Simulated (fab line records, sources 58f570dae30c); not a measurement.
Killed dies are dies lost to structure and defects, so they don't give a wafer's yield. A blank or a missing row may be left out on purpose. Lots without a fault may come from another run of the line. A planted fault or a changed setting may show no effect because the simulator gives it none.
Which tool did it? | flow berkeley_cmos170 | 7 lots, 21 wafers sampled, at 4 steps of a route of 331

WHAT THE GAUGES READ, wafer by wafer
UCB170_ACTIVE_CD_MEAS_13: target cd 1200 nm.
lot  | measured    | on        | cd_nm (nm)
L721 | day 5 07:58 | cd_sem-02 | 1199.9 1200.3 1200.6
L724 | day 5 14:17 | cd_sem-02 | 1199.8 1198.9 1199.1
L726 | day 5 13:55 | cd_sem-01 | 1199.7 1200.1 1199.8
L733 | day 7 03:42 | cd_sem-02 | 1200.1 1201.2 1199.2
L737 | day 8 09:43 | cd_sem-01 | 1199.1 1199.2 1199.0
L739 | day 9 01:33 | cd_sem-01 | 1199.9 1200.3 1199.2
L742 | day 9 15:45 | cd_sem-02 | 1201.3 1199.8 1200.0

WHICH TOOL RAN EACH LOT (tool, then ch and the chambers of the sampled wafers, then the start)
lot  | UCB170_ZERO_ETCH_06               | UCB170_PWELL_ETCH_14              | UCB170_PWELL_STRIP_16
L721 | rie_diel-03 ch 0,1, day 2 09:23   | rie_diel-02 ch 1,2,3, day 4 06:39 | plasma_asher-02 ch 0,1, day 4 06:54
L724 | rie_diel-02 ch 0,2,3, day 2 21:45 | rie_diel-04 ch 0,1,3, day 4 08:10 | plasma_asher-01 ch 0,1, day 4 08:25
L726 | rie_diel-03 ch 0,3, day 3 05:56   | rie_diel-04 ch 1,3, day 4 13:23   | plasma_asher-02 ch 0, day 4 13:38
L733 | rie_diel-03 ch 0,2, day 4 10:18   | rie_diel-02 ch 0,2,3, day 5 14:03 | plasma_asher-02 ch 0,1, day 5 14:18
L737 | rie_diel-02 ch 0,1,3, day 5 09:33 | rie_diel-01 ch 0,2,3, day 6 22:16 | plasma_asher-04 ch 0,1, day 6 22:31
L739 | rie_diel-03 ch 2,3, day 5 18:28   | rie_diel-01 ch 1,2,3, day 7 07:55 | plasma_asher-04 ch 0,1, day 7 08:11
L742 | rie_diel-04 ch 0,2,3, day 6 15:17 | rie_diel-04 ch 2,3, day 8 03:24   | plasma_asher-04 ch 0,1, day 8 03:48
- UCB170_ZERO_ETCH_06: etches SiO2 in CHF3/CF4/Ar, time 12 s.
- UCB170_PWELL_ETCH_14: etches Si3N4 in CH3F/Ar/O2, stops on SiO2, target depth 242 nm, time 151 s.
- UCB170_PWELL_STRIP_16: strips in O2.

THE ANSWER, worked out from the rows above alone
Rule: what is usual is taken from the lots themselves. Put in order of their means at a reading, lots are off if they are a third of the lots or fewer, leave a main group of 4 or more, and stand apart from it by a gap of 3 or more times the standard deviation of the main group's means; of several such gaps the widest counts. A main group whose means are all the same, to the digits that the tables above print for the reading, isn't used. A lot without any number at a reading at which 4 lots or more have one is off too. The other lots that the step has rows for count as sound.
No lot is off at any reading shown: from this, nothing can be told.

WHAT THE SIMULATOR HAD PUT IN
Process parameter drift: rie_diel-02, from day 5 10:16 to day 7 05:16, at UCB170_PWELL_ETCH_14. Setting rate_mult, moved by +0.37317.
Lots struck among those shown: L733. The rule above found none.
